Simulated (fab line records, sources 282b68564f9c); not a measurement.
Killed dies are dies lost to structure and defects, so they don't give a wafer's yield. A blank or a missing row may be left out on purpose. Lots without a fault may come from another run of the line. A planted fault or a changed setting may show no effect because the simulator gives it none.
A struck lot beside a sound one | flow rit_cmos | 19 steps out of a route of 202
Sound: wafers L443.2, L443.3, L443.4. Struck: wafers L454.1, L454.2, L454.5. The cause comes at the end.
At each step with rows: each side's tool, then ch and its chambers, then its first start. Under that, the readings that differ: sound wafers | struck wafers | difference of the means | sigmas: that difference in standard deviations of wafers without a fault.
alike: readings whose means differ by less than 2 such deviations, and words and numbers that are the same on both sides. not compared: withheld readings, readings that some wafer has no value for, bounds like >300 that may hide the same value, and numbers for which the record gives no deviation and whose values overlap.
The two part at a step that has a row with sigmas, a row that says differs or no value, or rows on one side only. Numbers that don't overlap but have no deviation are shown without sigmas and don't part them. A reading that every wafer of one side lacks parts them only if that side has two wafers or more.

first, 3 steps without rows for these wafers: RIT_GATE_CLEAN_02 (cleans in dHF, time 30 s); RIT_GATE_CLEAN_03 (cleans in SC2, time 600 s); RIT_GATE_CLEAN_04 (cleans in dHF, time 60 s).
RIT_FOX2_THK_MEAS_91:
  sound on film_metro-01, day 4 03:36; struck on film_metro-03, day 6 03:27
  alike: FIELD_OXIDE_LEFT_2_THK
then, 2 steps without rows for these wafers: RIT_GATE_OXIDATION_05 (target thk 3 nm, ox time 270 s); RIT_GATE_ANNEAL_06 (time 600 s).
RIT_GATE_THK_MEAS_07:
  sound on film_metro-02, day 4 07:50; struck on film_metro-02, day 6 07:26
  alike: GATE_OXIDE_THK
then, 1 step without rows for these wafers: RIT_GATE_CVD_08 (deposits poly-Si from SiH4, target thk 250 nm, time 2220 s).
RIT_GATE_THK_MEAS_09:
  sound on film_metro-01, day 4 09:31; struck on film_metro-02, day 6 09:07
  alike: GATE_POLY_THK
then, 2 steps without rows for these wafers: RIT_GATE_HMDS_10 (prime time 60 s); RIT_GATE_COAT_11 (resist thk 850 nm).
RIT_GATE_SOFTBAKE_12: time 61.13 s.
  sound on litho_track-01 ch 0, day 4 10:03; struck on litho_track-02 ch 0, day 6 09:29
  alike: plate_sensor_t_centre_C, plate_sensor_t_edge_C, softbake_temp_c
RIT_GATE_EXPOSE_13: exposes mask M6, target cd 150 nm.
  sound on iline_stepper-01 ch 0, day 4 10:12; struck on iline_stepper-01 ch 0, day 6 09:38
  reading                      | sound             | struck               | difference | sigmas
  model.GATE.overlay_x_nm (nm) | 2.782 2.782 2.782 | -148.9 -148.9 -148.9 | -151.7     |
  alike: mask
then, 2 steps without rows for these wafers: RIT_GATE_PEB_14; RIT_GATE_DEVELOP_15 (develop time 50 s).
RIT_GATE_CD_MEAS_16: target cd 150 nm.
  sound on cd_sem-01, day 4 10:36; struck on cd_sem-02, day 6 10:02
  alike: cd_nm
RIT_GATE_OVL_MEAS_17:
  sound on overlay-02, day 4 10:42; struck on overlay-01, day 6 10:09
  reading       | sound       | struck               | difference | sigmas
  GATE_OVL (nm) | 3.3 3.1 2.4 | -150.8 -148.9 -149.4 | -152.6     | -99 or more
then, 1 step without rows for these wafers: RIT_GATE_HARDBAKE_18 (time 60 s).
RIT_M1_PROBE_99:
  sound on prober-01, day 5 07:19; struck on prober-02, day 7 09:05
  reading                                                 | sound                | struck              | difference | sigmas
  killed_at_front_end                                     | 8 11 14              | 4 1 6               | -7         | -2
  killed_dies                                             | 8 12 14              | 4 1 6               | -8         | -2
  killed_open                                             | 3 7 5                | 2 0 1               | -4         | -2
  model.etest.pldd.width_nm (nm)                          | 3187 3194 3201       | 3108 3128 3093      | -84        |
  model.etest.nldd.width_nm (nm)                          | 3200 3185 3214       | 3113 3102 3082      | -101       |
  model.etest.select_edge_diode_n.leak_log10_a (angstrom) | -9.797 -9.848 -9.71  | -6.682 -6.18 -6.902 | +3.197     |
  model.etest.select_edge_diode_p.leak_log10_a (angstrom) | -10.45 -10.38 -10.39 | -7.32 -6.803 -7.247 | +3.28      |
  model.etest.gate_end_array.leak_log10_a_um              | -12.88 -12.91 -12.92 | -11.89 -11.73 -11.8 | +1.10      |
  alike: killed_at_M0_to_M3, killed_at_contacts, killed_on_rim, killed_short

WHERE THEY PART
First at RIT_GATE_OVL_MEAS_17; last, within this record, at RIT_M1_PROBE_99.

WHY: what the simulator had put in
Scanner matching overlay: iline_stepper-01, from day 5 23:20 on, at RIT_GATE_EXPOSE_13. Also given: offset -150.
